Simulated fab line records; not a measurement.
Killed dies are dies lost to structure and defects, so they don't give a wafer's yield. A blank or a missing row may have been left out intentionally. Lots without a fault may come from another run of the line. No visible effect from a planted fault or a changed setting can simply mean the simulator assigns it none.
fab line records    flow rit_cmos
[record] lots = 6  wafers = 18  last_day = 8
route steps=202 shown PWELL@49 WELLDRIVE@50 NWELL@51 NRETRO@53 PRETRO@64 M1@202
lots with no fault: from the same line, run without faults
start_h: hours from the record's first day to the start of the lot's first wafer shown    wait_h: hours from the lot's prior step to this one    " same as the row above    L1.1+2: a row that stands for several wafers    - value missing, or start not given    * or withheld: withheld    < > ~ a bound
route shown NAME@n: names a module that has steps shown in the file, with the first one's number in the route    usual: mean and standard deviation over wafers with no fault    same: alike in all rows    chamber/n: place in a boat    sites: per-site readings    _std_site: standard deviation across them    _edge_site: outer sites' mean less inner sites'    radius_mm: for every site, how far away it sits from the centre of the wafer    mask NAME#n: copy n    behind: the last tool/chamber to shape the wafer    hold: reason for holding the lot/hours on hold/outcome of the hold    device: transistor that didn't switch, given as n, p or np    end of line: the route-end tests of the same wafers    a step given without rows: its recipe and nothing more    killed: not the wafer's yield, but the dies lost to structure and defects at the first sort    map: a wafer's dies, marking killed ones x, the rest . and places with no die _
set.NAME: the setting that was run; set.NAME@STEP: the one run at that earlier step    model.NAME: the simulator's own value behind a step, which no gauge read
lots at selected steps of the route; one table per step, one row per wafer
services: from which hour (start_h, from the record's first day; less than 0 if before it) a tool's chamber was out of use, for how many hours, and why
[[steps]]
[step RIT_PWELL_TW_MEAS_10]
[usual] PWELL_TW = 955/6.1
lot.wafer  tool           chamber  start_h  wait_h  PWELL_TW
L809.1     film_metro-03  -        59.34    0.1     958
L809.3     "              -        "        "       956
L809.4     "              -        "        "       951
L814.1     film_metro-03  -        83.74    0.1     949
L814.2     "              -        "        "       941
L814.4     "              -        "        "       948
L817.3     film_metro-03  -        99.73    0.1     950
L817.4     "              -        "        "       952
L817.6     "              -        "        "       949
L821.1     film_metro-04  -        119.16   0.1     967
L821.5     "              -        "        "       959
L821.6     "              -        "        "       964
L824.2     film_metro-01  -        135.35   0.1     954
L824.3     "              -        "        "       954
L824.6     "              -        "        "       948
L825.1     film_metro-03  -        151.75   0.1     956
L825.5     "              -        "        "       957
L825.6     "              -        "        "       956
[step RIT_WELLDRIVE_ANNEAL_00]
[recipe] temp_c = 1100  time_s = 14700  ambient = N2
[step RIT_WELLDRIVE_RS_MEAS_01]
[recipe] thk_meas_gauge = four-point-probe
[usual] NWELL_RS = 275.4/0.72
lot.wafer  tool           chamber  start_h  wait_h  NWELL_RS[ohm/sq]
L809.1     film_metro-03  -        65.02    0.0     275.7
L809.3     "              -        "        "       275.4
L809.4     "              -        "        "       275.0
L814.1     film_metro-04  -        90.15    0.0     275.8
L814.2     "              -        "        "       275.5
L814.4     "              -        "        "       275.8
L817.3     film_metro-04  -        104.94   0.0     276.4
L817.4     "              -        "        "       275.1
L817.6     "              -        "        "       275.6
L821.1     film_metro-04  -        124.80   0.0     275.4
L821.5     "              -        "        "       275.7
L821.6     "              -        "        "       276.4
L824.2     film_metro-04  -        144.22   0.0     276.4
L824.3     "              -        "        "       275.9
L824.6     "              -        "        "       275.6
L825.1     film_metro-01  -        162.28   0.0     275.6
L825.5     "              -        "        "       275.8
L825.6     "              -        "        "       275.3
[step RIT_WELLDRIVE_RS_MEAS_02]
[recipe] thk_meas_gauge = four-point-probe
[usual] PWELL_RS = 429.9/1.3
lot.wafer  tool           chamber  start_h  wait_h  PWELL_RS[ohm/sq]
L809.1     film_metro-03  -        65.14    0.1     430.1
L809.3     "              -        "        "       431.1
L809.4     "              -        "        "       431.7
L814.1     film_metro-04  -        90.27    0.1     430.8
L814.2     "              -        "        "       432.1
L814.4     "              -        "        "       432.2
L817.3     film_metro-04  -        105.06   0.1     430.5
L817.4     "              -        "        "       430.4
L817.6     "              -        "        "       429.8
L821.1     film_metro-04  -        124.92   0.1     428.3
L821.5     "              -        "        "       429.6
L821.6     "              -        "        "       428.5
L824.2     film_metro-04  -        144.34   0.1     430.1
L824.3     "              -        "        "       431.0
L824.6     "              -        "        "       431.2
L825.1     film_metro-01  -        162.40   0.1     427.4
L825.5     "              -        "        "       427.9
L825.6     "              -        "        "       428.0
[step RIT_NRETRO_HMDS_00]
[recipe] prime_time_s = 60  prime_temp_c = 140
[step RIT_NRETRO_COAT_01]
[recipe] resist = NOVOLAK  spin_rpm = 2000  resist_thk_nm = 1300
[step RIT_NRETRO_SOFTBAKE_02]
[recipe] resist = NOVOLAK  temp_c = 90  time_s = 60
[step RIT_NRETRO_EXPOSE_03]
[recipe] mask_id = M4  na = 0.57  target_cd_nm = 43900  dose_mj = 250
[step RIT_NRETRO_PEB_04]
[recipe] resist = NOVOLAK  temp_c = withheld  time_s = withheld
[step RIT_NRETRO_DEVELOP_05]
[recipe] resist = NOVOLAK  develop_time_s = 68  dev_temp_c = 22.39
[step RIT_NRETRO_OVL_MEAS_06]
[usual] NRETRO_OVL = 1.3/1.3
lot.wafer  tool        chamber  start_h  wait_h  NRETRO_OVL[nm]
L809.1     overlay-02  -        66.14    -       2.5
L809.3     "           -        "        "       1.8
L809.4     "           -        "        "       1.7
L814.1     overlay-02  -        91.55    -       2.6
L814.2     "           -        "        "       0.9
L814.4     "           -        "        "       2.2
L817.3     overlay-01  -        106.03   -       -1.2
L817.4     "           -        "        "       -0.7
L817.6     "           -        "        "       -0.2
L821.1     overlay-01  -        126.08   -       0.7
L821.5     "           -        "        "       -1.8
L821.6     "           -        "        "       -0.4
L824.2     overlay-02  -        145.69   -       2.8
L824.3     "           -        "        "       2.1
L824.6     "           -        "        "       -0.6
L825.1     overlay-01  -        163.40   -       0.4
L825.5     "           -        "        "       1.5
L825.6     "           -        "        "       1.1
[step RIT_NRETRO_HARDBAKE_07]
[recipe] resist = NOVOLAK  temp_c = 140  time_s = 120
[step RIT_NRETRO_IMPLANT_08]
[recipe] species = P  energy_kev = 70  dose_cm2 = 1e+13  tilt_deg = 7
lot.wafer   tool          chamber  start_h  wait_h
L809.1+3+4  implanter-02  0        66.43    0.2
L809.1+3+4  implanter-02  0        66.75    0.3
L814.1+2+4  implanter-03  0        91.91    0.2
L814.1+2+4  implanter-03  0        92.23    0.3
L817.3+4+6  implanter-04  0        106.35   0.2
L821.1+5+6  implanter-03  0        126.37   0.2
L824.2+3+6  implanter-04  0        146.00   0.2
L825.1+5+6  implanter-02  0        163.69   0.2
[step RIT_NRETRO_STRIP_09]
[recipe] chemistry = O2  time_s = 180  resist = NOVOLAK  platen_temp_c = withheld  power_w = 500  pressure_mtorr = 4000  o2_flow_sccm = 4000
[usual] drypump_motor_current_A = 5.8/0.48
lot.wafer  tool             chamber  start_h  wait_h  drypump_motor_current_A  rf_hours_counter_h
L809.1     plasma_asher-02  1        66.90    0.1     5.4                      44
L809.3     "                0        "        "       6.4                      -
L809.4     "                1        "        "       5.4                      -
L814.1     plasma_asher-04  1        92.38    0.1     5.4                      32
L814.2     "                0        "        "       5.2                      32
L814.4     "                0        "        "       5.2                      -
L817.3     plasma_asher-03  1        106.51   0.1     6.1                      -
L817.4     "                0        "        "       6.2                      -
L817.6     "                0        "        "       6.2                      -
L821.1     plasma_asher-02  1        126.52   0.1     5.4                      1
L821.5     "                0        "        "       6.4                      -
L821.6     "                1        "        "       5.4                      -
L824.2     plasma_asher-02  1        146.12   0.1     5.4                      2
L824.3     "                0        "        "       6.4                      -
L824.6     "                0        "        "       6.4                      -
L825.1     plasma_asher-04  0        163.84   0.1     5.2                      38
L825.5     "                0        "        "       5.2                      -
L825.6     "                1        "        "       5.4                      -
[step RIT_NRETRO_TW_MEAS_10]
[usual] NRETRO_TW = 1059/4.7
lot.wafer  tool           chamber  start_h  wait_h  NRETRO_TW
L809.1     film_metro-02  -        67.07    0.1     1330
L809.3     "              -        "        "       1323
L809.4     "              -        "        "       1326
L814.1     film_metro-01  -        92.55    0.1     1316
L814.2     "              -        "        "       1314
L814.4     "              -        "        "       1311
L817.3     film_metro-04  -        106.65   0.1     1058
L817.4     "              -        "        "       1068
L817.6     "              -        "        "       1062
L821.1     film_metro-02  -        126.69   0.1     1058
L821.5     "              -        "        "       1058
L821.6     "              -        "        "       1053
L824.2     film_metro-02  -        146.31   0.1     1061
L824.3     "              -        "        "       1064
L824.6     "              -        "        "       1057
L825.1     film_metro-02  -        164.01   0.1     1062
L825.5     "              -        "        "       1063
L825.6     "              -        "        "       1062
[step RIT_PRETRO_HMDS_00]
[recipe] prime_time_s = 60  prime_temp_c = 140
[step RIT_M1_PROBE_99]
[usual] killed_at_contacts = 0.1/0.25  killed_at_front_end = 7/3.3  killed_dies = 7/3.2  killed_open = 3.6/2.2  killed_short = 3.5/2
[same] gross_dies = 264  killed_at_M0_to_M3 = 0  killed_at_M4_up = 0  killed_at_back_side = 0  killed_at_other = 0
lot.wafer  tool       chamber  start_h  wait_h  killed_at_contacts  killed_at_front_end  killed_dies  killed_open  killed_short
L817.3     prober-01  -        134.10   0.2     0                   10                   10           9            1
L817.4     prober-01  -        134.15   0.2     0                   4                    4            0            4
L817.6     prober-01  -        134.25   0.2     0                   7                    7            2            5
L821.1     prober-01  -        168.05   0.1     0                   8                    8            2            6
L821.5     prober-01  -        168.25   0.2     0                   5                    5            0            5
L821.6     prober-01  -        168.30   0.2     0                   10                   10           7            3
L824.2     prober-02  -        191.39   0.1     0                   8                    8            5            3
L824.3     prober-02  -        191.44   0.2     0                   5                    5            3            2
L824.6     prober-02  -        191.59   0.2     0                   6                    6            3            3
// killed by level:class
L817.3 SPACER:geometric_particle:open=5 GATE:geometric_particle:open=3 REOX:geometric_particle:open=1 SPACER:geometric_particle:short=1
L817.4 GATE:geometric_particle:short=3 SPACER:geometric_particle:short=1
L817.6 REOX:geometric_particle:short=3 GATE:geometric_particle:open=2 SPACER:geometric_particle:short=2
L821.1 ACTIVE:geometric_particle:short=2 FOX1:geometric_particle:short=2 FOX1:geometric_particle:open=1 GATE:geometric_particle:short=1 GATE:geometric_particle:open=1 SPACER:geometric_particle:short=1
L821.5 GATE:geometric_particle:short=3 FOX2:geometric_particle:short=1 SILICIDE:geometric_particle:short=1
L821.6 GATE:geometric_particle:open=3 SPACER:geometric_particle:open=2 FOX1:geometric_particle:open=1 GATE:geometric_particle:short=1 SPACER:geometric_particle:short=1 SILICIDE:geometric_particle:open=1 SILICIDE:geometric_particle:short=1
L824.2 GATE:geometric_particle:open=5 GATE:geometric_particle:short=2 SILICIDE:geometric_particle:short=1
L824.3 FOX2:geometric_particle:short=2 REOX:geometric_particle:open=2 GATE:geometric_particle:open=1
L824.6 SPACER:geometric_particle:open=2 SPACER:geometric_particle:short=2 FOX1:geometric_particle:short=1 GATE:geometric_particle:open=1
[[services]]
tool             chamber  start_h  hours  kind
implanter-03     -        50.78    3.0    pm
implanter-03     -        56.03    3.3    repair
plasma_asher-02  -        57.74    2.3    repair
implanter-03     -        65.24    1.3    repair
plasma_asher-03  -        102.36   0.6    repair
plasma_asher-02  -        108.75   9.0    pm
plasma_asher-02  0        108.75   9.0    vent_cycle
plasma_asher-02  1        108.75   9.0    vent_cycle
plasma_asher-02  0        117.75   -      clean
plasma_asher-02  1        117.75   -      clean
implanter-04     -        124.59   4.6    pm
implanter-02     -        135.65   5.0    pm
plasma_asher-04  -        142.29   2.6    repair
[[key]]
[first_sign] step = RIT_NRETRO_IMPLANT_08  reading = visit  direction = added
[effect] step = RIT_NRETRO_TW_MEAS_10  reading = NRETRO_TW  direction = up  sigmas = 55  usual = 1059  struck = 1320
met_at RIT_NRETRO_IMPLANT_08
struck_wafers L809.1,L809.3,L809.4,L814.1,L814.2,L814.4
tester_left_out L809,L814
[fault] kind = repeated_step_whole  tool = implanter-02,implanter-03,implanter-04  chamber = -  onset_h = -  steps = RIT_NRETRO_IMPLANT_08  times = 1  scope = struck_lots_only
// tester_left_out: of these lots the tester's yield and bins aren't shown, on N5 and GAA mostly nor the transistor test; their killed dies are dies lost to structure and defects alone, not to doping, threshold or leakage, so they don't give the yield
